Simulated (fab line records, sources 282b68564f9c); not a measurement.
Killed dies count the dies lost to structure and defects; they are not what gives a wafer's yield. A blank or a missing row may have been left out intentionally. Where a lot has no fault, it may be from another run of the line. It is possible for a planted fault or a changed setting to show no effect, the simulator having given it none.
fab line records	flow ritCmos
[record] lots = 6	wafers = 18	lastDay = 7
route steps=202 shown GATE@79 FOX2@80 M1@202
lots that met no fault: from a run of the same line without faults
startH: hours from the record's first day to the start of the lot's first wafer shown	waitH: hours since the lot's step before	" as in the row above	L1.1+2: a row that stands for several wafers	- no value present, or no start provided	* or withheld: withheld	< > ~ a bound
route shown NAME@n: NAME is a module with steps in the file, n the number in the route of the first one	usual: average and standard deviation across the fault-free wafers	same: alike in all rows	chamber/n: place in a boat	sites: readings site by site	_std_site: standard deviation of those values	_edge_site: inner sites' mean taken away from outer sites' mean	radiusMm: for every site, how far away it sits from the centre of the wafer	mask NAME#n: copy n	behind: the tool/chamber that last shaped the wafer	hold: why the lot went on hold/how many hours it stayed there/how the hold came to an end	device: the transistor (n, p or np) that didn't switch	end of line: the same wafers' tests at the end of the route	a step given without rows: its recipe and nothing more	killed: count of dies lost to structure and defects at first sort (not the wafer's yield)	map: a wafer's dies, x killed, . not, _ none there
set.NAME: the setting the step ran with; set.NAME@STEP: the setting that earlier step ran with	model.NAME: the simulator's own value behind a step, which no gauge read
a table for each step, a row for each wafer; lots at some steps of the route
services: the hour from which a tool's chamber was out of use, counted from the record's first day as startH (under 0 if before that day), plus the number of hours and why
[[steps]]
[step RIT_GATE_CLEAN_04]
[recipe] chemistry = dHF	dilution = 50:1	timeS = 60	dry = n2Spin
[step RIT_FOX2_THK_MEAS_91]
[recipe] reads = SiO2_of_FOX2_OXIDATION_00
[usual] FIELD_OXIDE_LEFT_2_THK = 253/6.4
lot.wafer	tool	chamber	startH	waitH	FIELD_OXIDE_LEFT_2_THK[nm]
L863.1	filmMetro-02	-	47.81	0.0	254
L863.4	"	-	"	"	258
L863.6	"	-	"	"	255
L865.1	filmMetro-03	-	57.61	0.0	253
L865.2	"	-	"	"	251
L865.5	"	-	"	"	250
L866.2	filmMetro-02	-	60.41	0.0	247
L866.4	"	-	"	"	252
L866.6	"	-	"	"	253
L880.3	filmMetro-03	-	128.81	0.0	253
L880.4	"	-	"	"	261
L880.6	"	-	"	"	257
L881.2	filmMetro-02	-	134.02	0.0	263
L881.3	"	-	"	"	257
L881.5	"	-	"	"	255
L883.3	filmMetro-02	-	145.27	0.0	249
L883.4	"	-	"	"	246
L883.6	"	-	"	"	238
[step RIT_GATE_OXIDATION_05]
[recipe] tempC = 900	ambient = O2	targetThkA = 30	oxTimeS = 270
[step RIT_GATE_ANNEAL_06]
[recipe] tempC = 900	timeS = 600	ambient = N2O
[step RIT_GATE_THK_MEAS_07]
[recipe] reads = SiO2_of_GATE_OXIDATION_05
[usual] GATE_OXIDE_THK = 3.01/0.06
lot.wafer	tool	chamber	startH	waitH	GATE_OXIDE_THK[nm]
L863.1	filmMetro-01	-	55.13	0.0	3.02
L863.4	"	-	"	"	3.05
L863.6	"	-	"	"	3.06
L865.1	filmMetro-01	-	61.17	0.0	2.98
L865.2	"	-	"	"	2.96
L865.5	"	-	"	"	2.95
L866.2	filmMetro-01	-	64.55	0.0	3.00
L866.4	"	-	"	"	2.98
L866.6	"	-	"	"	3.03
L880.3	filmMetro-02	-	133.55	0.0	2.91
L880.4	"	-	"	"	3.06
L880.6	"	-	"	"	2.96
L881.2	filmMetro-03	-	135.40	0.0	3.10
L881.3	"	-	"	"	3.07
L881.5	"	-	"	"	3.03
L883.3	filmMetro-01	-	149.36	0.0	2.95
L883.4	"	-	"	"	2.96
L883.6	"	-	"	"	2.90
[step RIT_GATE_CVD_08]
[recipe] material = poly-Si	targetThkNm = 250	tempC = 610	precursor = SiH4	timeS = 2220	pressureMtorr = 300	sih4FlowSccm = 100
[step RIT_GATE_THK_MEAS_09]
[recipe] reads = poly-Si_of_GATE_CVD_08
[usual] GATE_POLY_THK = 249.9/2.2
lot.wafer	tool	chamber	startH	waitH	GATE_POLY_THK[nm]
L863.1	filmMetro-01	-	56.80	0.0	251.6
L863.4	"	-	"	"	249.7
L863.6	"	-	"	"	252.1
L865.1	filmMetro-02	-	62.85	0.0	249.0
L865.2	"	-	"	"	249.6
L865.5	"	-	"	"	249.1
L866.2	filmMetro-03	-	66.32	0.0	253.3
L866.4	"	-	"	"	251.0
L866.6	"	-	"	"	252.0
L880.3	filmMetro-02	-	135.23	0.0	247.0
L880.4	"	-	"	"	248.7
L880.6	"	-	"	"	245.7
L881.2	filmMetro-03	-	138.11	0.0	252.7
L881.3	"	-	"	"	251.2
L881.5	"	-	"	"	249.0
L883.3	filmMetro-01	-	151.03	0.0	248.1
L883.4	"	-	"	"	249.2
L883.6	"	-	"	"	248.1
[step RIT_GATE_HMDS_10]
[recipe] primeTimeS = 60	primeTempC = 140
[step RIT_GATE_COAT_11]
[recipe] resist = NOVOLAK	spinRpm = 4250	resistThkNm = 850
[step RIT_GATE_SOFTBAKE_12]
[recipe] resist = NOVOLAK	tempC = 90	timeS = 61.13
[usual] plateSensorTCentreC = 90.969/0.0099	plateSensorTEdgeC = 91.021/0.0098
lot.wafer	tool	chamber	startH	waitH	plateSensorTCentreC	plateSensorTEdgeC
L863.1	lithoTrack-03	0	57.16	0.1	90.961	91.029
L863.4	"	0	"	"	90.969	91.033
L863.6	"	0	"	"	90.972	91.016
L865.1	lithoTrack-02	0	63.21	0.1	90.977	91.032
L865.2	"	0	"	"	90.980	91.016
L865.5	"	0	"	"	90.964	91.023
L866.2	lithoTrack-03	0	66.70	0.1	90.961	91.031
L866.4	"	0	"	"	90.983	91.019
L866.6	"	0	"	"	90.964	91.008
L880.3	lithoTrack-01	0	135.62	0.1	90.967	91.018
L880.4	"	0	"	"	90.980	91.015
L880.6	"	0	"	"	90.976	91.015
L881.2	lithoTrack-03	0	138.48	0.1	90.977	91.036
L881.3	"	0	"	"	90.946	91.006
L881.5	"	0	"	"	90.977	91.033
L883.3	lithoTrack-01	0	151.42	0.1	90.968	91.050
L883.4	"	0	"	"	90.987	91.020
L883.6	"	0	"	"	90.976	91.017
[step RIT_GATE_EXPOSE_13]
[recipe] maskId = M6	na = 0.6	sourceShape = conventional	sigmaOuter = 0.6	targetCdNm = 150	doseMj = 380
[step RIT_GATE_PEB_14]
[recipe] resist = NOVOLAK	tempC = withheld	timeS = withheld
[step RIT_GATE_DEVELOP_15]
[recipe] resist = NOVOLAK	developTimeS = 50	devTempC = 23
[usual] developerTempC = 22.98/0.087
[same] developTimeS = 50
lot.wafer	tool	chamber	startH	waitH	developerTempC
L863.1	lithoTrack-02	0	57	-	23.02
L863.4	"	0	"	"	22.95
L863.6	"	0	"	"	23.04
L865.1	lithoTrack-02	0	63	-	22.84
L865.2	"	0	"	"	22.99
L865.5	"	0	"	"	23.01
L866.2	lithoTrack-01	0	67	-	22.95
L866.4	"	0	"	"	22.89
L866.6	"	0	"	"	23.14
L880.3	lithoTrack-01	0	136	-	23.69
L880.4	"	0	"	"	23.64
L880.6	"	0	"	"	23.61
L881.2	lithoTrack-01	0	139	-	23.64
L881.3	"	0	"	"	23.58
L881.5	"	0	"	"	23.61
L883.3	lithoTrack-03	0	151	-	22.93
L883.4	"	0	"	"	23.15
L883.6	"	0	"	"	23.08
[step RIT_GATE_CD_MEAS_16]
[recipe] targetCdNm = 150
[usual] cdNm = 149.8/2.4
lot.wafer	tool	chamber	startH	waitH	hold	cdNm
L863.1	cdSem-01	-	57.94	-	-	150.8
L863.4	"	-	"	"	-	154.1
L863.6	"	-	"	"	-	152.7
L865.1	cdSem-01	-	64.00	-	-	144.7
L865.2	"	-	"	"	-	145.4
L865.5	"	-	"	"	-	147.3
L866.2	cdSem-02	-	67.24	-	-	150.4
L866.4	"	-	"	"	-	147.1
L866.6	"	-	"	"	-	148.4
L880.3	cdSem-01	-	136.31	-	awaitDispo/0.2h/release	159.7
L880.4	"	-	"	"	awaitDispo/0.2h/release	157.1
L880.6	"	-	"	"	awaitDispo/0.2h/release	157.9
L880.3	cdSem-01	-	136.60	0.3	-	159.7
L880.4	"	-	"	"	-	157.1
L880.6	"	-	"	"	-	157.6
L881.2	cdSem-01	-	139.15	-	-	154.0
L881.3	"	-	"	"	-	154.3
L881.5	"	-	"	"	-	153.1
L883.3	cdSem-01	-	151.96	-	-	149.8
L883.4	"	-	"	"	-	150.2
L883.6	"	-	"	"	-	149.5
[step RIT_GATE_OVL_MEAS_17]
[usual] GATE_OVL = -0.3/1.5
lot.wafer	tool	chamber	startH	waitH	hold	GATE_OVL[nm]
L863.1	overlay-02	-	58.06	0.1	-	0.6
L863.4	"	-	"	"	-	2.8
L863.6	"	-	"	"	-	2.4
L865.1	overlay-01	-	64.12	0.1	-	0.3
L865.2	"	-	"	"	-	0.9
L865.5	"	-	"	"	-	-0.7
L866.2	overlay-01	-	67.35	0.1	-	-2.0
L866.4	"	-	"	"	-	-1.6
L866.6	"	-	"	"	-	-1.2
L880.3	overlay-01	-	138.82	2.2	awaitDispo/2.1h/release	-2.0
L880.4	"	-	"	"	awaitDispo/2.1h/release	-1.8
L880.6	"	-	"	"	awaitDispo/2.1h/release	-2.3
L881.2	overlay-02	-	139.26	0.1	-	0.6
L881.3	"	-	"	"	-	3.4
L881.5	"	-	"	"	-	2.1
L883.3	overlay-01	-	152.06	0.1	-	0.4
L883.4	"	-	"	"	-	-1.8
L883.6	"	-	"	"	-	1.3
[step RIT_GATE_HARDBAKE_18]
[recipe] resist = NOVOLAK	tempC = 140	timeS = 60
[step RIT_GATE_ETCH_19]
[recipe] chemistry = SF6/CHF3/O2	timeS = 165	SF6_flow_sccm = 30	CHF3_flow_sccm = 30	O2_flow_sccm = 5	target = poly-Si	pressureMtorr = 40	rfW = 160	targetDepthA = 3125	overEtchFrac = 0.25	stopOn = SiO2
[usual] drypumpMotorCurrentA = 5.5/0.4	heBacksideLeakSccm = 2.65/0.23	oesProductAu = 0.855/0.0091	throttleValvePct = 10.22/0.076
lot.wafer	tool	chamber	startH	waitH	drypumpMotorCurrentA	heBacksideLeakSccm	oesProductAu	rfHoursCounterH	throttleValvePct	model.GATE.cdNm
L863.1	rieSi-02	0	58.25	0.1	5.9	2.54	0.867	102	10.37	150.3
L863.4	"	1	"	"	6.3	2.34	0.844	1	10.28	154.2
L863.6	"	3	"	"	5.6	2.51	0.858	-	10.23	152.7
L865.1	rieSi-02	3	64.31	0.1	5.7	2.48	0.849	1	10.25	144.3
L865.2	"	1	"	"	6.4	2.46	0.846	1	10.27	145.5
L865.5	"	3	"	"	5.7	2.56	0.852	-	10.26	147
L866.2	rieSi-01	2	67.53	0.1	5.1	3.17	0.857	153	10.21	150.1
L866.4	"	2	"	"	5.1	3.03	0.851	-	10.22	146.8
L866.6	"	3	"	"	5.4	2.72	0.875	-	10.26	148.6
L880.3	rieSi-01	1	139.00	0.1	5.4	2.61	0.847	99	10.14	160.1
L880.4	"	2	"	"	5.1	2.83	0.847	0	10.21	157.4
L880.6	"	0	"	"	4.9	2.80	0.860	-	10.20	157.9
L881.2	rieSi-02	0	139.44	0.1	5.9	2.33	0.867	103	10.39	153.9
L881.3	"	1	"	"	6.3	2.39	0.844	1	10.26	153.9
L881.5	"	2	"	"	5.7	2.57	0.854	-	10.12	153
L883.3	rieSi-02	0	152.26	0.1	5.9	2.63	0.856	103	10.38	149.7
L883.4	"	3	"	"	5.7	2.50	0.854	2	10.25	150.3
L883.6	"	2	"	"	5.7	2.45	0.841	-	10.12	149.2
[step RIT_GATE_STRIP_20]
[recipe] chemistry = O2	timeS = 180	resist = NOVOLAK	platenTempC = withheld	powerW = 500	pressureMtorr = 4000	o2FlowSccm = 4000
[usual] drypumpMotorCurrentA = 5.9/0.51
lot.wafer	tool	chamber	startH	waitH	drypumpMotorCurrentA	rfHoursCounterH
L863.1	plasmaAsher-01	0	58.36	0.1	6.2	27
L863.4	"	1	"	"	5.2	-
L863.6	"	0	"	"	6.2	-
L865.1	plasmaAsher-02	1	64.42	0.1	6.5	44
L865.2	"	0	"	"	6.4	44
L865.5	"	1	"	"	6.5	-
L866.2	plasmaAsher-01	0	67.64	0.1	6.2	28
L866.4	"	0	"	"	6.2	-
L866.6	"	1	"	"	5.2	-
L880.3	plasmaAsher-01	1	139.36	0.3	5.1	-
L880.4	"	0	"	"	6.2	-
L880.6	"	1	"	"	5.1	-
L881.2	plasmaAsher-04	0	139.55	0.1	5.8	45
L881.3	"	0	"	"	5.8	-
L881.5	"	0	"	"	5.9	-
L883.3	plasmaAsher-02	1	152.43	0.1	6.5	-
L883.4	"	0	"	"	6.4	-
L883.6	"	0	"	"	6.4	-
[step RIT_M1_PROBE_99]
[usual] killed_at_M0_to_M3 = 0.0/0.16	killedAtFrontEnd = 7/3.2	killedDies = 7/3.2	killedOpen = 3.4/2	killedShort = 3.5/2.2
[same] grossDies = 264	killed_at_M4_up = 0	killedAtBackSide = 0	killedAtContacts = 0	killedAtOther = 0
lot.wafer	tool	chamber	startH	waitH	killed_at_M0_to_M3	killedAtFrontEnd	killedDies	killedOpen	killedShort	model.etest.npolyLine.lineOhmUm	model.etest.ppolyLine.lineOhmUm	model.etest.ppolyLine.widthNm	model.etest.npolyLine.widthNm	model.etest.ring.delayPs	model.etest.ring.quietLog10A	model.etest.nmos_0p15.vtSatV
L863.1	prober-02	-	80.42	0.1	0	13	13	8	5	166.8	156.6	102.7	101.7	27.21	-8.012	0.3127
L863.4	prober-02	-	80.57	0.2	0	7	7	5	2	159.5	154.2	106.5	105.5	29.01	-8.193	0.3345
L863.6	prober-02	-	80.67	0.2	0	4	4	3	1	163.1	156.4	104.9	104.4	28.11	-8.063	0.3241
L865.1	prober-02	-	86.48	0.1	0	5	5	3	2	180.1	174.7	96.88	96.35	25.3	-7.309	0.2529
L865.2	prober-02	-	86.53	0.1	0	3	3	1	2	172.2	168.6	97.62	97	25.7	-7.454	0.2631
L865.5	prober-02	-	86.68	0.2	0	8	8	3	5	172	167	98.75	98.37	25.95	-7.479	0.2708
L866.2	prober-01	-	89.55	0.1	0	4	4	2	2	166.5	161	103.5	102.5	26.86	-7.64	0.3023
L866.4	prober-01	-	89.65	0.2	0	5	5	2	3	171.8	165.9	100.3	100.1	26.06	-7.504	0.2703
L866.6	prober-01	-	89.75	0.2	1	7	8	2	6	170.9	164.2	101.7	101.6	26.78	-7.678	0.2925
L881.2	prober-02	-	160.72	0.1	0	8	8	3	5	160	151.1	106.8	105.5	28.7	-8.097	0.3093
L881.3	prober-02	-	160.77	0.2	0	7	7	3	4	159.5	153.8	106.4	104.9	28.55	-8.058	0.3136
L881.5	prober-02	-	160.87	0.2	0	7	7	4	3	163.7	155.4	106.2	104.5	28.24	-7.975	0.3088
L880.3	prober-01	-	164.69	0.2	0	6	6	5	1	-	-	-	-	-	-	-
L880.4	prober-01	-	164.74	0.2	0	8	8	7	1	-	-	-	-	-	-	-
L880.6	prober-01	-	164.84	0.2	0	5	5	3	2	-	-	-	-	-	-	-
L883.3	prober-02	-	172.33	0.2	0	9	9	5	4	169.2	159.6	103	102.7	26.82	-7.63	0.2802
L883.4	prober-02	-	172.38	0.2	0	4	4	2	2	165	159.9	103.5	102.6	26.71	-7.574	0.2867
L883.6	prober-02	-	172.48	0.2	1	4	5	2	3	169.9	162.1	102.5	101.3	26.63	-7.518	0.2838
// killed by level:class
L863.1 GATE:geometricParticle:open=4 SPACER:geometricParticle:open=3 GATE:geometricParticle:short=2 SPACER:geometricParticle:short=2 ACTIVE:geometricParticle:short=1 SILICIDE:geometricParticle:open=1
L863.4 GATE:geometricParticle:open=3 GATE:geometricParticle:short=2 REOX:geometricParticle:open=1 SPACER:geometricParticle:open=1
L863.6 FOX1:geometricParticle:open=2 GATE:geometricParticle:short=1 SPACER:geometricParticle:open=1
L865.1 SILICIDE:geometricParticle:short=2 FOX2:geometricParticle:open=1 GATE:geometricParticle:open=1 SPACER:geometricParticle:open=1
L865.2 GATE:geometricParticle:open=1 GATE:geometricParticle:short=1 REOX:geometricParticle:short=1
L865.5 SPACER:geometricParticle:short=3 GATE:geometricParticle:short=2 SPACER:geometricParticle:open=2 FOX1:geometricParticle:open=1
L866.2 FOX2:geometricParticle:short=1 REOX:geometricParticle:open=1 SPACER:geometricParticle:short=1 SPACER:geometricParticle:open=1
L866.4 FOX1:geometricParticle:short=1 GATE:geometricParticle:open=1 GATE:geometricParticle:short=1 SPACER:geometricParticle:short=1 SPACER:geometricParticle:open=1
L866.6 GATE:geometricParticle:short=3 FOX2:geometricParticle:short=1 GATE:geometricParticle:open=1 SPACER:geometricParticle:open=1 SPACER:geometricParticle:short=1 M1:geometricParticle:short=1
L881.2 FOX2:geometricParticle:short=2 FOX2:geometricParticle:open=2 SPACER:geometricParticle:short=2 REOX:geometricParticle:short=1 SPACER:geometricParticle:open=1
L881.3 SPACER:geometricParticle:short=2 FOX1:geometricParticle:open=1 FOX2:geometricParticle:short=1 GATE:geometricParticle:short=1 GATE:geometricParticle:open=1 REOX:geometricParticle:open=1
L881.5 FOX2:geometricParticle:open=2 FOX1:geometricParticle:short=1 GATE:geometricParticle:short=1 REOX:geometricParticle:open=1 SPACER:geometricParticle:short=1 SPACER:geometricParticle:open=1
L880.3 SILICIDE:geometricParticle:open=3 FOX1:geometricParticle:short=1 GATE:geometricParticle:open=1 REOX:geometricParticle:open=1
L880.4 FOX1:geometricParticle:open=2 GATE:geometricParticle:open=2 SPACER:geometricParticle:open=2 FOX2:geometricParticle:open=1 SPACER:geometricParticle:short=1
L880.6 FOX1:geometricParticle:short=1 FOX2:geometricParticle:open=1 GATE:geometricParticle:short=1 REOX:geometricParticle:open=1 SPACER:geometricParticle:open=1
L883.3 GATE:geometricParticle:open=3 GATE:geometricParticle:short=3 FOX1:geometricParticle:short=1 FOX1:geometricParticle:open=1 SPACER:geometricParticle:open=1
L883.4 FOX1:geometricParticle:short=1 FOX1:geometricParticle:open=1 GATE:geometricParticle:short=1 GATE:geometricParticle:open=1
L883.6 FOX2:geometricParticle:short=1 GATE:geometricParticle:open=1 GATE:geometricParticle:short=1 REOX:geometricParticle:open=1 M1:geometricParticle:short=1
[[services]]
tool	chamber	startH	hours	kind
plasmaAsher-04	-	46.63	28.1	pm
rieSi-01	0	64.63	13.6	repair
rieSi-02	2	67.27	6.1	repair
plasmaAsher-04	-	86.48	2.8	pm
rieSi-01	2	94.92	-	clean
rieSi-01	2	94.92	21.6	scheduledDown
rieSi-01	2	94.92	21.6	ventCycle
plasmaAsher-02	-	108.75	9.0	pm
plasmaAsher-02	0	108.75	9.0	ventCycle
plasmaAsher-02	1	108.75	9.0	ventCycle
plasmaAsher-01	-	114.96	0.6	repair
plasmaAsher-02	0	117.75	-	clean
plasmaAsher-02	1	117.75	-	clean
rieSi-02	0	120.35	7.4	repair
rieSi-02	3	135.55	1.9	repair
[[key]]
[firstSign] step = RIT_GATE_DEVELOP_15	reading = developerTempC	direction = up	sigmas = 7.5	usual = *	struck = *
[effect] step = RIT_GATE_CD_MEAS_16	reading = visit	direction = added
[modelEffect] step = RIT_GATE_ETCH_19	value = GATE.cdNm	without = 151.7	struck = 156
[modelEffect] step = RIT_M1_PROBE_99	value = etest.npolyLine.lineOhmUm	without = 168.5	struck = 161
metAt RIT_GATE_DEVELOP_15
struckWafers L880.3,L880.4,L880.6,L881.2,L881.3,L881.5
testerLeftOut L880,L881
onsetBetween 67 136
[fault] kind = processParameterDrift	tool = lithoTrack-01	chamber = -	onsetH = 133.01	steps = RIT_GATE_DEVELOP_15	channel = devTempC	offset = *	shape = step	endH = 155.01	actsIn = *	stated = *
// testerLeftOut: of these lots the tester's yield and bins aren't shown, on N5 and GAA mostly nor the transistor test; their killed dies are dies lost to structure and defects alone, not to doping, threshold or leakage, so they don't give the yield
